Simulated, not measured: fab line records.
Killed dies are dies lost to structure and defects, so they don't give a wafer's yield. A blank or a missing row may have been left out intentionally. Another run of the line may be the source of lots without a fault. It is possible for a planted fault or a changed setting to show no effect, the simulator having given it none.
Matching of chambers	flow berkeley_cmos170	pecvd-02 running UCB170_V1_CVD_00: 3 sister chambers
The step deposits SiO2 from TEOS/O2, target thk 2000 nm, time 250 s. 6 wafers are shown with their chamber, then 7 later ones without.

WAFERS PAIRED WITH THEIR CHAMBERS
wafer	chamber	heater_power_w (W)
L609.6	1	227
L611.1	2	240
L611.2	0	261
L611.6	2	202
L613.1	1	199
L613.5	0	216

WAFERS MISSING THEIR CHAMBER
wafer	heater_power_w (W)
L613.6	146
L616.4	204
L616.5	217
L616.6	210
L626.1	196
L626.4	203
L626.5	149

THE CHAMBER EACH PASSED THROUGH
wafer	from the rows above	in truth
L613.6	can't be placed: 1 or 2 or 0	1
L616.4	can't be placed: 1 or 2 or 0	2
L616.5	can't be placed: 1 or 2 or 0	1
L616.6	can't be placed: 1 or 2 or 0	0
L626.1	can't be placed: 1 or 2 or 0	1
L626.4	can't be placed: 1 or 2 or 0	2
L626.5	can't be placed: 1 or 2 or 0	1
0 of 7 placed correctly. Cannot be placed on the basis of these rows: 7; the candidates contain the true chamber in 7. Wrongly placed: 0.
How it was worked out, from the rows above alone: a wafer's distance from a chamber is the root of the sum, over the readings, of the square of ((its reading less the chamber's mean) divided by the reading's scatter). The wafer belongs to the nearest chamber; if the next one is less than 2 further off, it can't be placed. Each chamber's mean is taken over the wafers shown for it. The scatter: take each reading less its chamber's mean, square it, sum over the shown wafers, divide by the number of wafers less the number of chambers, and take the root.
